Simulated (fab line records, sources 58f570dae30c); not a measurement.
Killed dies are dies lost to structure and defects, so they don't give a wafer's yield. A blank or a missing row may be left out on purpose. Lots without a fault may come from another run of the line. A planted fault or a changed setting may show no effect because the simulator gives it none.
Problem report in the 8D (eight disciplines) form, filled by code | flow berkeley_cmos170 | the parts of the form that need people (team, actions taken, sign-off) are left out

1. THE PROBLEM
bias_w at UCB170_M2_METAL_ETCH_18 reads a mean of 100.8 W on 3 wafers of 1 lot; wafers without a fault read 120.0 W with a standard deviation of 0.35. That is -55 standard deviations from the usual mean.
The step: etches Al in Cl2/BCl3, stops on SiO2, target depth 1170 nm, time 195 s.
First seen on wafer L629.3, day 11 19:57, on rie_metal-04. The record holds 15 wafers of 5 lots with a number at this step. Rule for "out", or "out of limits": more than 4 standard deviations from the usual mean. The other wafers with a number count as sound.

2. WHAT IT IS AND WHAT IT IS NOT
question                    | is                     | is not
which readings at this step | bias_w                 | bcl3_flow_sccm, drypump_motor_current_A, oes_product_au, throttle_valve_pct
which lots                  | L629                   | L618, L619, L628, L634
which wafers of those lots  | all that have a number | -
read on which tools         | rie_metal-04           | rie_metal-02, rie_metal-03
when                        | from day 11 19:57      | up to then (6 sound wafers); but 6 sound wafers of L628, L634 came after

3. SUSPECTS, AND WHAT RULES EACH OUT
Counting: a tool at a process step up to the reading stays a suspect if it ran every lot that is out and no sound lot after the first of them.
- plasma_asher-01 at UCB170_M2_STRIP_07 (strips in O2): ruled out as a lasting fault. Sound lots L628 ran on it after its first lot that is out, L629 (day 11 18:17).
- rie_diel-01 at UCB170_M2_ETCH_17 (etches BARC in N2/H2): ruled out as a lasting fault. Sound lots L634 ran on it after its first lot that is out, L629 (day 11 19:47).
- rie_metal-04 at UCB170_M2_METAL_ETCH_18 (etches Al in Cl2/BCl3, stops on SiO2, target depth 1170 nm, time 195 s): kept. It ran the lot that is out, L629 (day 11 19:57), and no sound lot after that; its last sound lot up to then is L618 (day 9 18:49). Its own readings are out on those wafers: bias_w.
Left after counting: rie_metal-04 at UCB170_M2_METAL_ETCH_18.

4. THE CAUSE (what the simulator had put in)
Process parameter drift: rie_metal-04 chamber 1, from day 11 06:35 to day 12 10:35, at UCB170_M2_METAL_ETCH_18. Setting bias_w, moved by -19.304, from 120. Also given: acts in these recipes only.
Counting left only this tool.

5. THE CHAIN OF EFFECTS, in route order
Each row: a reading whose mean over the struck wafers that have a number lies more than 3 standard deviations from the usual. Only readings for which the record gives a usual standard deviation are gone through. hours: the time from each lot's start at the first step in this table that gives one to its start at this step, as a median over the lots. sigmas: the change in usual standard deviations.
hours | step                    | reading | usual   | on struck wafers | change | sigmas
0     | UCB170_M2_METAL_ETCH_18 | bias_w  | 120.0 W | 100.8            | -19.2  | -55
The process steps in it:
- UCB170_M2_METAL_ETCH_18: etches Al in Cl2/BCl3, stops on SiO2, target depth 1170 nm, time 195 s.

6. WHAT WOULD HAVE CAUGHT IT SOONER
In this record the first reading out of limits was taken at day 11 19:57, 13 hours after the fault began at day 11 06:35.
